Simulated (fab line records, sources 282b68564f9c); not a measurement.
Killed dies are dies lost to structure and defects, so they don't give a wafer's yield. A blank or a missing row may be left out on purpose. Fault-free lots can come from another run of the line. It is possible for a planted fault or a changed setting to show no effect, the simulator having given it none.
Split-lot experiment | flow ritCmos | 23 wafers read from 5 lots, route of 202 steps

== THE SPLIT ITSELF ==
At RIT_GATE_CVD_08 (deposits poly-Si from SiH4, target thk 250 nm, time 2220 s), the setting tempC was moved away from the recipe's 610 C on 15 of the 23 wafers read, by -2.5% to +2.1%. For the rest of the wafers, this setting stayed at what the recipe calls for.

== FROM THE SPLIT TO THE READING: what the file shows between them, 6 steps ==
- RIT_GATE_THK_MEAS_09
- RIT_GATE_SOFTBAKE_12: time 60 s (also split here: tempC)
- RIT_GATE_EXPOSE_13: exposes mask M6, target cd 150 nm
- RIT_GATE_PEB_14
- RIT_GATE_DEVELOP_15: develop time 50 s
- RIT_GATE_HARDBAKE_18: time 60 s

== THE READING ==
oesProductAu, in a.u., at RIT_GATE_ETCH_19 (etches poly-Si in SF6/CHF3/O2, stops on SiO2, time 159.1 s, target depth 312.5 nm). Typical for fault-free wafers on this fab line: 0.875 a.u., with standard deviation 0.011 a.u.

wafer  | tool, chamber at the split | tempC as run, C | against the recipe | oesProductAu, a.u. | against lot-mates on the recipe
L079.1 | -, -                       | 594.7           | -2.5%              | 0.703              | no lot-mate on the recipe
L079.3 | -, -                       | 594.7           | -2.5%              | 0.697              | no lot-mate on the recipe
L079.4 | -, -                       | 594.7           | -2.5%              | 0.677              | no lot-mate on the recipe
L079.5 | -, -                       | 594.7           | -2.5%              | 0.697              | no lot-mate on the recipe
L079.6 | -, -                       | 594.7           | -2.5%              | 0.671              | no lot-mate on the recipe
L080.1 | -, -                       | 610             | recipe             | 0.891              | -
L080.2 | -, -                       | 610             | recipe             | 0.884              | -
L080.3 | -, -                       | 610             | recipe             | 0.882              | -
L080.4 | -, -                       | 610             | recipe             | 0.876              | -
L080.5 | -, -                       | 610             | recipe             | 0.875              | -
L081.1 | -, -                       | 622.9           | +2.1%              | 1.034              | no lot-mate on the recipe
L081.2 | -, -                       | 622.9           | +2.1%              | 1.005              | no lot-mate on the recipe
L081.3 | -, -                       | 622.9           | +2.1%              | 1.016              | no lot-mate on the recipe
L081.4 | -, -                       | 622.9           | +2.1%              | 0.976              | no lot-mate on the recipe
L081.5 | -, -                       | 622.9           | +2.1%              | 1.022              | no lot-mate on the recipe
L084.1 | lpcvd-01, 1                | 610             | recipe             | 0.875              | -
L084.4 | lpcvd-01, 1                | 610             | recipe             | 0.873              | -
L084.6 | lpcvd-01, 1                | 610             | recipe             | 0.879              | -
L085.2 | -, -                       | 599.3           | -1.8%              | 0.743              | no lot-mate on the recipe
L085.3 | -, -                       | 599.3           | -1.8%              | 0.725              | no lot-mate on the recipe
L085.4 | -, -                       | 599.3           | -1.8%              | 0.723              | no lot-mate on the recipe
L085.5 | -, -                       | 599.3           | -1.8%              | 0.724              | no lot-mate on the recipe
L085.6 | -, -                       | 599.3           | -1.8%              | 0.729              | no lot-mate on the recipe

THE FIT
A straight line over all 23 wafers: oesProductAu changes by +0.0718 a.u. for each +1% of tempC; r = +0.99; the points scatter about the line by 0.016 a.u.
Too few moved wafers with a lot-mate on the recipe to fit a line net of each lot's own level.

== THE WHOLE CHAIN: every reading that the file lists as answering this split, in the file's order ==
step                 | what it does                                                                      | reading                                                                       | change (the file's fit)                  | r (the file's)
RIT_GATE_CVD_08      | deposits poly-Si from SiH4, target thk 250 nm, time 2220 s                        | poly-Si_of_GATE_CVD_08.thkNm (the simulator's own value, which no gauge read) | +35.6 nm for each +1% of the setting     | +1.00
RIT_GATE_THK_MEAS_09 |                                                                                   | GATE_POLY_THK                                                                 | +35.6 for each +1% of the setting        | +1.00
RIT_GATE_ETCH_19     | etches poly-Si in SF6/CHF3/O2, stops on SiO2, time 159.1 s, target depth 312.5 nm | oesProductAu                                                                  | +0.0717 a.u. for each +1% of the setting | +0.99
RIT_GATE_ETCH_19     | etches poly-Si in SF6/CHF3/O2, stops on SiO2, time 159.1 s, target depth 312.5 nm | GATE.featureDepthNm (the simulator's own value, which no gauge read)          | +28.2 nm for each +1% of the setting     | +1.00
RIT_GATE_ETCH_19     | etches poly-Si in SF6/CHF3/O2, stops on SiO2, time 159.1 s, target depth 312.5 nm | etch.depthNm (the simulator's own value, which no gauge read)                 | +28.2 nm for each +1% of the setting     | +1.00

== THE FILE'S OWN FIT ==
oesProductAu changes by +0.0717 a.u. for each +1% of tempC, r = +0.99.
